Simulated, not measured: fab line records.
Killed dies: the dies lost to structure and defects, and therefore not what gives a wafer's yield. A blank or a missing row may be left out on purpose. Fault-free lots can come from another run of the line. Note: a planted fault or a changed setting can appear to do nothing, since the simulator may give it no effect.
fab line records	flow rit-cmos
record: lots: 7	wafers: 21	last-day: 7
route steps=202 shown ACTIVE@1 M1@202
lots that met no fault: from a run of the same line without faults
start-h: hours from the record's first day to the start of the lot's first wafer shown	wait-h: hours from the lot's prior step to this one	" same as the row above	L1.1+2: one row covering several wafers at once	- either no value or no given start	* or withheld: withheld	< > ~ a bound
route shown NAME@n: names a module that has steps shown in the file, with the first one's number in the route	usual: mean and standard deviation over wafers with no fault	same: alike in all rows	chamber/n: place in a boat	sites: each site's reading	_std_site: the values' standard deviation	_edge_site: inner sites' mean taken away from outer sites' mean	radius-mm: how far each site lies from the wafer's centre	mask NAME#n: copy n	behind: the most recent tool/chamber to have shaped the wafer	hold: what put the lot on hold/how long, in hours/how the hold closed	device: the transistor (n, p or np) that didn't switch	end of line: at the end of the route, the tests of the same wafers	a step without rows: its recipe alone	killed: dies lost to structure and defects at the first sort, not the wafer's yield	map: dies across one wafer; x = killed, . = not, _ = none there
set.NAME: setting as actually run; set.NAME@STEP: the setting as run at that earlier step	model.NAME: the simulator's own value behind a step, which no gauge read
lots seen at some steps along the route; tables by step, rows by wafer
services: the hour from which a tool's chamber was out of use, counted from the record's first day as start-h (under 0 if before that day), plus the number of hours and why
== steps ==
step: RIT_ACTIVE_BOW_MEAS_00
recipe: mode: bow
usual: INCOMING_BOW: -1/6.6
lot.wafer	tool	chamber	start-h	wait-h	INCOMING_BOW[um]
L599.1	film-metro-01	-	15.00	-	1
L599.2	"	-	"	"	1
L599.5	"	-	"	"	-1
L605.3	film-metro-02	-	45.04	-	-3
L605.4	"	-	"	"	-13
L605.6	"	-	"	"	-2
L607.1	film-metro-01	-	55.00	-	-1
L607.3	"	-	"	"	-2
L607.4	"	-	"	"	-2
L609.2	film-metro-02	-	65.02	-	6
L609.3	"	-	"	"	2
L609.5	"	-	"	"	3
L610.3	film-metro-01	-	70.04	-	-2
L610.5	"	-	"	"	-6
L610.6	"	-	"	"	-2
L611.3	film-metro-01	-	75.04	-	2
L611.4	"	-	"	"	-2
L611.6	"	-	"	"	-4
L619.3	film-metro-01	-	115.04	-	2
L619.4	"	-	"	"	4
L619.6	"	-	"	"	1
step: RIT_ACTIVE_OXIDATION_01
recipe: temp-c: 1000	ambient: O2	target-thk-a: 468	ox-time-s: 3200
step: RIT_ACTIVE_THK_MEAS_02
recipe: reads: SiO2_of_ACTIVE_OXIDATION_01
usual: ACTIVE_OXIDE_THK: 44.9/0.75
lot.wafer	tool	chamber	start-h	wait-h	ACTIVE_OXIDE_THK[nm]
L599.1	film-metro-02	-	17.94	0.0	44.8
L599.2	"	-	"	"	45.4
L599.5	"	-	"	"	46.1
L605.3	film-metro-02	-	47.07	0.0	44.3
L605.4	"	-	"	"	45.1
L605.6	"	-	"	"	44.8
L607.1	film-metro-01	-	58.18	0.0	43.8
L607.3	"	-	"	"	44.2
L607.4	"	-	"	"	44.7
L609.2	film-metro-02	-	67.30	0.0	44.4
L609.3	"	-	"	"	43.7
L609.5	"	-	"	"	44.0
L610.3	film-metro-01	-	72.07	0.0	45.6
L610.5	"	-	"	"	44.6
L610.6	"	-	"	"	45.5
L611.3	film-metro-02	-	77.07	0.0	44.2
L611.4	"	-	"	"	44.1
L611.6	"	-	"	"	43.6
L619.3	film-metro-02	-	117.07	0.0	45.0
L619.4	"	-	"	"	45.1
L619.6	"	-	"	"	45.7
step: RIT_ACTIVE_CVD_03
recipe: material: Si3N4	target-thk-nm: 150	temp-c: 810	precursor: SiH2Cl2/NH3	time-s: 1500	pressure-mtorr: 300	sih2cl2-flow-sccm: 60	nh3-flow-sccm: 150
step: RIT_ACTIVE_THK_MEAS_04
recipe: reads: Si3N4_of_ACTIVE_CVD_03
usual: ACTIVE_NITRIDE_THK: 150.3/1.3
lot.wafer	tool	chamber	start-h	wait-h	ACTIVE_NITRIDE_THK[nm]
L599.1	film-metro-02	-	19.42	0.0	149.3
L599.2	"	-	"	"	149.9
L599.5	"	-	"	"	150.7
L605.3	film-metro-01	-	48.55	0.0	149.2
L605.4	"	-	"	"	148.5
L605.6	"	-	"	"	149.5
L607.1	film-metro-02	-	59.66	0.0	151.9
L607.3	"	-	"	"	151.4
L607.4	"	-	"	"	152.5
L609.2	film-metro-02	-	69.27	0.0	148.4
L609.3	"	-	"	"	147.5
L609.5	"	-	"	"	148.5
L610.3	film-metro-04	-	73.55	0.0	150.8
L610.5	"	-	"	"	151.8
L610.6	"	-	"	"	151.9
L611.3	film-metro-01	-	78.55	0.0	152.0
L611.4	"	-	"	"	152.6
L611.6	"	-	"	"	152.9
L619.3	film-metro-01	-	118.55	0.0	150.8
L619.4	"	-	"	"	150.5
L619.6	"	-	"	"	149.5
step: RIT_ACTIVE_HMDS_05
recipe: prime-time-s: 60	prime-temp-c: 140
step: RIT_ACTIVE_COAT_06
recipe: resist: NOVOLAK	spin-rpm: 3250	resist-thk-nm: 1000
step: RIT_ACTIVE_SOFTBAKE_07
recipe: resist: NOVOLAK	temp-c: 90	time-s: 60
step: RIT_ACTIVE_EXPOSE_08
recipe: mask-id: M1	na: 0.6	source-shape: conventional	sigma-outer: 0.6	target-cd-nm: 1400	dose-mj: 225
usual: exposure-dose-mJ-cm2: 223.42/0.24
lot.wafer	tool	chamber	start-h	wait-h	mask	exposure-dose-mJ-cm2
L599.1	iline-stepper-02	0	19.93	0.1	M1#0	223.33
L599.2	"	0	"	"	M1#0	223.48
L599.5	"	0	"	"	M1#0	223.53
L605.3	iline-stepper-01	0	49.20	0.2	M1#0	223.48
L605.4	"	0	"	"	M1#0	223.55
L605.6	"	0	"	"	M1#0	223.49
L607.1	iline-stepper-01	0	60.29	0.2	M1#0	261.86
L607.3	"	0	"	"	M1#0	262.21
L607.4	"	0	"	"	M1#0	261.83
L609.2	iline-stepper-02	0	69.79	0.1	M1#0	223.61
L609.3	"	0	"	"	M1#0	223.55
L609.5	"	0	"	"	M1#0	223.42
L610.3	iline-stepper-01	0	74.20	0.2	M1#0	254.94
L610.5	"	0	"	"	M1#0	254.74
L610.6	"	0	"	"	M1#0	254.59
L611.3	iline-stepper-01	0	79.08	0.1	M1#0	248.44
L611.4	"	0	"	"	M1#0	248.75
L611.6	"	0	"	"	M1#0	248.73
L619.3	iline-stepper-02	0	119.08	0.1	M1#0	223.51
L619.4	"	0	"	"	M1#0	223.25
L619.6	"	0	"	"	M1#0	223.08
step: RIT_ACTIVE_PEB_09
recipe: resist: NOVOLAK	temp-c: withheld	time-s: withheld
step: RIT_ACTIVE_DEVELOP_10
recipe: resist: NOVOLAK	develop-time-s: 51	dev-temp-c: 23
lot.wafer	tool	chamber	start-h	wait-h	model.ACTIVE.cd-nm
L599.1	litho-track-03	0	-	-	1397
L599.2	"	0	"	"	1398
L599.5	"	0	"	"	1400
L605.3	litho-track-01	0	-	-	1404
L605.4+6	"	0	"	"	1401
L607.1+4	litho-track-02	0	-	-	1354
L607.3	"	0	"	"	1356
L609.2+3	litho-track-02	0	-	-	1398
L609.5	"	0	"	"	1400
L610.3	litho-track-03	0	-	-	1360
L610.5	"	0	"	"	1362
L610.6	"	0	"	"	1361
L611.3	litho-track-01	0	-	-	1369
L611.4	"	0	"	"	1368
L611.6	"	0	"	"	1366
L619.3+6	litho-track-01	0	-	-	1399
L619.4	"	0	"	"	1400
step: RIT_ACTIVE_CD_MEAS_11
recipe: target-cd-nm: 1400
usual: cd-nm: 1399.5/2.4
lot.wafer	tool	chamber	start-h	wait-h	hold	cd-nm
L599.1	cd-sem-01	-	20.33	-	-	1396.7
L599.2	"	-	"	"	-	1397.4
L599.5	"	-	"	"	-	1399.7
L605.3	cd-sem-02	-	49.60	-	-	1404.3
L605.4	"	-	"	"	-	1401.4
L605.6	"	-	"	"	-	1401.5
L607.1	cd-sem-02	-	60.69	-	await-dispo/0.2h/release	1354.5
L607.3	"	-	"	"	await-dispo/0.2h/release	1355.8
L607.4	"	-	"	"	await-dispo/0.2h/release	1354.4
L607.1	cd-sem-02	-	62.51	1.8	-	1354.3
L607.3	"	-	"	"	-	1355.9
L607.4	"	-	"	"	-	1354.5
L609.2	cd-sem-02	-	70.19	-	-	1398.0
L609.3	"	-	"	"	-	1398.2
L609.5	"	-	"	"	-	1399.5
L610.3	cd-sem-01	-	74.60	-	await-dispo/0.2h/release	1360.0
L610.5	"	-	"	"	await-dispo/0.2h/release	1362.0
L610.6	"	-	"	"	await-dispo/0.2h/release	1361.0
L610.3	cd-sem-01	-	74.89	0.3	-	1359.8
L610.5	"	-	"	"	-	1362.2
L610.6	"	-	"	"	-	1361.1
L611.3	cd-sem-02	-	79.48	-	await-dispo/0.2h/release	1368.7
L611.4	"	-	"	"	await-dispo/0.2h/release	1368.6
L611.6	"	-	"	"	await-dispo/0.2h/release	1365.7
L611.3	cd-sem-02	-	79.77	0.3	-	1368.4
L611.4	"	-	"	"	-	1368.5
L611.6	"	-	"	"	-	1365.7
L619.3	cd-sem-01	-	119.48	-	-	1399.0
L619.4	"	-	"	"	-	1399.7
L619.6	"	-	"	"	-	1399.2
step: RIT_ACTIVE_ETCH_13
recipe: stop-on: SiO2	chemistry: SF6	target: Si3N4	time-s: 210	over-etch-frac: 0.4	SF6_flow_sccm: 200	pressure-mtorr: 260	rf-w: 125	target-depth-a: 2100
usual: chamber-pressure-mTorr: 259.99/0.25	drypump-motor-current-A: 5.9/0.62	oes-product-au: 0.819/0.01	throttle-valve-pct: 7.47/0.11
lot.wafer	tool	chamber	start-h	wait-h	chamber-pressure-mTorr	drypump-motor-current-A	oes-product-au	rf-hours-counter-h	throttle-valve-pct	model.ACTIVE.cd-nm
L599.1	rie-diel-01	1	20.60	0.1	259.84	6.3	0.813	70	7.43	1397
L599.2	"	0	"	"	260.17	6.4	0.819	5	7.35	1398
L599.5	"	1	"	"	259.96	6.3	0.816	-	7.42	1400
L605.3	rie-diel-01	2	49.83	0.1	260.23	6.4	0.820	6	7.46	1404
L605.4	"	3	"	"	259.82	4.8	0.822	80	7.32	1402
L605.6	"	2	"	"	260.41	6.4	0.829	-	7.46	1401
L607.1	rie-diel-03	1	64.20	0.1	259.87	5.3	0.806	68	7.55	1354
L607.3	"	2	"	"	259.85	5.6	0.826	119	7.50	1356
L607.4	"	0	"	"	260.39	5.5	0.828	66	7.46	1354
L609.2	rie-diel-01	1	70.44	0.1	259.99	6.3	0.810	71	7.42	1398
L609.3	"	3	"	"	259.97	4.8	0.803	80	7.31	1398
L609.5	"	0	"	"	260.01	6.4	0.824	-	7.35	1400
L610.3	rie-diel-03	3	79.04	0.1	259.96	6.5	0.824	108	7.38	1360
L610.5	"	1	"	"	260.04	5.3	0.804	-	7.56	1362
L610.6	"	0	"	"	259.88	5.6	0.830	-	7.48	1361
L611.3	rie-diel-03	1	82.26	0.1	260.37	5.3	0.808	68	7.58	1369
L611.4	"	2	"	"	260.02	5.6	0.836	119	7.50	1369
L611.6	"	3	"	"	260.29	6.6	0.823	-	7.38	1366
L619.3	rie-diel-04	0	119.71	0.1	260.41	6.5	0.835	109	7.56	1399
L619.4	"	1	"	"	260.45	6.5	0.835	99	7.62	1400
L619.6	"	0	"	"	259.89	6.5	0.825	-	7.55	1399
step: RIT_ACTIVE_STRIP_14
recipe: chemistry: O2	time-s: 180	resist: NOVOLAK	platen-temp-c: withheld	power-w: 500	pressure-mtorr: 4000	o2-flow-sccm: 4000
usual: chamber-pressure-mTorr: 4001/4	drypump-motor-current-A: 5.5/0.34
lot.wafer	tool	chamber	start-h	wait-h	chamber-pressure-mTorr	drypump-motor-current-A	rf-hours-counter-h
L599.1	plasma-asher-03	0	20.73	0.1	4003	5.0	37
L599.2	"	1	"	"	4009	5.8	37
L599.5	"	0	"	"	4002	5.0	-
L605.3	plasma-asher-04	1	50.03	0.1	3998	5.3	-
L605.4	"	0	"	"	3999	5.7	-
L605.6	"	1	"	"	4002	5.3	-
L607.1	plasma-asher-03	0	64.34	0.1	3998	5.0	42
L607.3	"	0	"	"	4011	5.0	-
L607.4	"	1	"	"	3993	5.8	-
L609.2	plasma-asher-02	1	70.57	0.1	3997	5.8	42
L609.3	"	1	"	"	3997	5.8	-
L609.5	"	1	"	"	3995	5.8	-
L610.3	plasma-asher-03	0	79.23	0.1	4003	5.0	-
L610.5	"	1	"	"	3992	5.8	-
L610.6	"	0	"	"	4001	5.0	-
L611.3	plasma-asher-03	1	82.60	0.3	4003	5.8	-
L611.4	"	0	"	"	4000	5.0	-
L611.6	"	1	"	"	3996	5.8	-
L619.3	plasma-asher-03	0	119.90	0.1	3999	5.0	-
L619.4	"	1	"	"	4000	5.8	-
L619.6	"	1	"	"	4004	5.8	-
step: RIT_M1_PROBE_99
usual: killed_at_M0_to_M3: 0.0/0.17	killed-at-contacts: 0.1/0.34	killed-at-front-end: 7/3	killed-dies: 7/3.1	killed-open: 3.4/1.9	killed-short: 3.4/2.1
same: gross-dies: 264	killed_at_M4_up: 0	killed-at-back-side: 0	killed-at-other: 0
lot.wafer	tool	chamber	start-h	wait-h	killed_at_M0_to_M3	killed-at-contacts	killed-at-front-end	killed-dies	killed-open	killed-short
L599.1	prober-01	-	61.36	0.1	0	0	9	9	6	3
L599.2	prober-01	-	61.41	0.1	0	0	6	6	1	5
L599.5	prober-01	-	61.56	0.2	0	0	6	6	2	4
L605.3	prober-01	-	95.29	0.2	0	0	12	12	6	6
L605.4	prober-01	-	95.34	0.2	0	1	4	5	3	2
L605.6	prober-01	-	95.44	0.2	0	0	9	9	4	5
L609.2	prober-01	-	113.19	0.1	0	1	3	4	1	1
L609.3	prober-01	-	113.24	0.2	0	0	3	3	1	1
L609.5	prober-01	-	113.34	0.2	0	0	4	4	1	3
L607.1	prober-01	-	114.98	0.1	0	0	3	3	2	1
L607.3	prober-01	-	115.08	0.2	2	0	9	11	2	9
L607.4	prober-01	-	115.13	0.2	0	0	8	8	4	4
L610.3	prober-02	-	132.63	0.2	0	0	7	7	3	4
L610.5	prober-02	-	132.73	0.2	0	0	6	6	4	2
L610.6	prober-02	-	132.78	0.2	0	0	7	7	4	3
L611.3	prober-01	-	135.11	0.2	0	0	4	4	2	2
L611.4	prober-01	-	135.16	0.2	0	0	5	5	1	4
L611.6	prober-01	-	135.26	0.2	0	0	3	3	0	3
L619.3	prober-02	-	168.39	0.2	0	0	9	9	4	5
L619.4	prober-02	-	168.44	0.2	0	1	5	6	1	5
L619.6	prober-02	-	168.54	0.2	0	0	4	4	1	3
killed by level:class
L599.1 SILICIDE:geometric-particle:open=3 FOX1:geometric-particle:open=1 FOX1:geometric-particle:short=1 GATE:geometric-particle:short=1 GATE:geometric-particle:open=1 SPACER:geometric-particle:open=1 SILICIDE:geometric-particle:short=1
L599.2 GATE:geometric-particle:short=2 FOX2:geometric-particle:short=1 SPACER:geometric-particle:short=1 SPACER:geometric-particle:open=1 SILICIDE:geometric-particle:short=1
L599.5 GATE:geometric-particle:open=2 REOX:geometric-particle:short=2 FOX1:geometric-particle:short=1 FOX2:geometric-particle:short=1
L605.3 FOX1:geometric-particle:short=2 GATE:geometric-particle:short=2 REOX:geometric-particle:open=2 SPACER:geometric-particle:open=2 SILICIDE:geometric-particle:open=2 FOX2:geometric-particle:short=1 REOX:geometric-particle:short=1
L605.4 GATE:geometric-particle:open=2 GATE:geometric-particle:short=1 SILICIDE:geometric-particle:short=1 CONTACT:geometric-particle:open=1
L605.6 SILICIDE:geometric-particle:short=3 REOX:geometric-particle:open=2 FOX2:geometric-particle:open=1 GATE:geometric-particle:open=1 REOX:geometric-particle:short=1 SPACER:geometric-particle:short=1
L609.2 NSD:coat-microbubble-printed=2 FOX1:geometric-particle:short=1 CONTACT:geometric-particle:open=1
L609.3 FOX1:geometric-particle:open=1 SILICIDE:geometric-particle:short=1 NSD:coat-microbubble-printed=1
L609.5 GATE:geometric-particle:short=2 REOX:geometric-particle:open=1 SPACER:geometric-particle:short=1
L607.1 GATE:geometric-particle:open=2 GATE:geometric-particle:short=1
L607.3 SPACER:geometric-particle:short=4 GATE:geometric-particle:short=2 M1:geometric-particle:short=2 REOX:geometric-particle:short=1 SPACER:geometric-particle:open=1 SILICIDE:geometric-particle:open=1
L607.4 SPACER:geometric-particle:open=4 SILICIDE:geometric-particle:short=2 FOX1:geometric-particle:short=1 REOX:geometric-particle:short=1
L610.3 FOX1:geometric-particle:open=2 SPACER:geometric-particle:short=2 GATE:geometric-particle:short=1 REOX:geometric-particle:open=1 SILICIDE:geometric-particle:short=1
L610.5 GATE:geometric-particle:open=2 FOX1:geometric-particle:open=1 SPACER:geometric-particle:open=1 GATE:geometric-particle:short=1 REOX:geometric-particle:short=1
L610.6 GATE:geometric-particle:open=2 FOX1:geometric-particle:open=1 FOX1:geometric-particle:short=1 GATE:geometric-particle:short=1 REOX:geometric-particle:open=1 SILICIDE:geometric-particle:short=1
L611.3 GATE:geometric-particle:short=2 SILICIDE:geometric-particle:open=2
L611.4 GATE:geometric-particle:short=3 FOX1:geometric-particle:short=1 GATE:geometric-particle:open=1
L611.6 GATE:geometric-particle:short=2 FOX1:geometric-particle:short=1
L619.3 GATE:geometric-particle:short=3 SPACER:geometric-particle:open=2 FOX1:geometric-particle:open=1 FOX2:geometric-particle:short=1 GATE:geometric-particle:open=1 REOX:geometric-particle:short=1
L619.4 SPACER:geometric-particle:short=2 FOX2:geometric-particle:short=1 SPACER:geometric-particle:open=1 SILICIDE:geometric-particle:short=1 CONTACT:geometric-particle:short=1
L619.6 GATE:geometric-particle:short=2 FOX1:geometric-particle:short=1 GATE:geometric-particle:open=1
== services ==
tool	chamber	start-h	hours	kind
rie-diel-01	-	-2.55	14.6	pm
rie-diel-04	3	6.10	3.4	repair
iline-stepper-01	-	9.14	5.6	repair
rie-diel-01	2	12.85	1.7	repair
rie-diel-04	0	24.03	4.2	repair
plasma-asher-02	-	30.99	2.8	pm
rie-diel-03	0	38.68	1.7	repair
iline-stepper-02	-	58.13	2.1	pm
iline-stepper-02	-	60.22	-	consumable-replace:lamp
rie-diel-04	1	74.75	5.0	repair
iline-stepper-01	0	79.40	-	calibration
iline-stepper-02	-	96.92	3.0	repair
litho-track-01	-	103.88	-	consumable-replace:filter
iline-stepper-01	-	107.89	1.7	pm
== key ==
first-sign: step: RIT_ACTIVE_EXPOSE_08	reading: exposure-dose-mJ-cm2	direction: up	sigmas: 99+	usual: 223.42	struck: 255.12
effect: step: RIT_ACTIVE_CD_MEAS_11	reading: visit	direction: added	through: control-loop
effect: step: RIT_ACTIVE_CD_MEAS_11	reading: cd-nm	direction: down	sigmas: 16	usual: 1399.5	struck: 1361.2	through: control-loop
model-effect: step: RIT_ACTIVE_DEVELOP_10	value: ACTIVE.cd-nm	without: 1399	struck: 1361
model-effect: step: RIT_ACTIVE_ETCH_13	value: ACTIVE.cd-nm	without: 1399	struck: 1362
met-at RIT_ACTIVE_EXPOSE_08
struck-wafers L607.1,L607.3,L607.4,L610.3,L610.5,L610.6,L611.3,L611.4,L611.6
tester-left-out L607,L610,L611
loop-trim: step: RIT_ACTIVE_EXPOSE_08	setting: dose	lots: L610,L611
onset-between 49.20 60.29
fault: kind: process-parameter-drift	tool: iline-stepper-01	chamber: -	onset-h: 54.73	steps: RIT_ACTIVE_EXPOSE_08	channel: dose-mj	offset: 38.588	shape: step	acts-in: these-recipes-only	stated: 225
tester-left-out: of these lots the tester's yield and bins aren't shown, on N5 and GAA mostly nor the transistor test; their killed dies are dies lost to structure and defects alone, not to doping, threshold or leakage, so they don't give the yield
loop-trim: a control loop set the setting to another value than it would have without faults
